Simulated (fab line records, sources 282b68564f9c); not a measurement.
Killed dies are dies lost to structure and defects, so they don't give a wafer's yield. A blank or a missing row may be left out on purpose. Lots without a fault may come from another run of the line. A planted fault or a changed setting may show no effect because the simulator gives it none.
Which tool did it? | flow rit_cmos | 7 lots, 21 wafers sampled, at 2 steps of a route of 202

WHAT THE GAUGES READ, wafer by wafer
RIT_M1_RS_MEAS_01: measures by four-point-probe.
lot  | measured    | on            | M1_AL_RS (ohm/sq)
L627 | day 3 15:01 | film_metro-02 | 0.0757 0.0736 0.0756
L631 | day 4 11:29 | film_metro-04 | 0.0738 0.0757 0.0746
L633 | day 4 20:54 | film_metro-01 | 0.0728 0.0741 0.0726
L635 | day 5 07:29 | film_metro-04 | 0.0739 0.0740 0.0746
L640 | day 6 09:02 | film_metro-02 | 0.0834 0.0820 0.0828
L642 | day 6 20:42 | film_metro-02 | 0.0829 0.0835 0.0830
L647 | day 7 20:54 | film_metro-02 | 0.0747 0.0743 0.0735

WHICH TOOL RAN EACH LOT (tool, then ch and the chambers of the sampled wafers, then the start)
lot  | RIT_M1_SPUTTER_00
L627 | pvd_sputter-03, day 3 14:43
L631 | pvd_sputter-03, day 4 11:11
L633 | pvd_sputter-03, day 4 20:36
L635 | pvd_sputter-03, day 5 07:12
L640 | pvd_sputter-04, day 6 08:45
L642 | pvd_sputter-04, day 6 20:25
L647 | pvd_sputter-03, day 7 20:34
- RIT_M1_SPUTTER_00: material Al, target thk 400 nm, time 500 s.

THE ANSWER, worked out from the rows above alone
Rule: what is usual is taken from the lots themselves. Put in order of their means at a reading, lots are off if they are a third of the lots or fewer, leave a main group of 4 or more, and stand apart from it by a gap of 3 or more times the standard deviation of the main group's means; of several such gaps the widest counts. A main group whose means are all the same, to the digits that the tables above print for the reading, isn't used. A lot without any number at a reading at which 4 lots or more have one is off too. The other lots that the step has rows for count as sound.
Off: L640, L642, at RIT_M1_RS_MEAS_01 (M1_AL_RS). The main group: mean 0.0742 ohm/sq, standard deviation 0.00062.
A tool fits if, at a process step before that reading, it ran every lot that is off, and no sound lot after the first of them. The gauges at RIT_M1_RS_MEAS_01 are tried like those tools. One fits: pvd_sputter-04 at RIT_M1_SPUTTER_00. It ran no sound lot before its first lot that is off in this sample, so the start can't be narrowed down.

WHAT THE SIMULATOR HAD PUT IN
Process parameter drift: pvd_sputter-04, from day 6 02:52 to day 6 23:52, at RIT_M1_SPUTTER_00. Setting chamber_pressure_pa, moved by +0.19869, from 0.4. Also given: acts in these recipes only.
Lots struck among those shown: L640, L642. The rule above found the same.
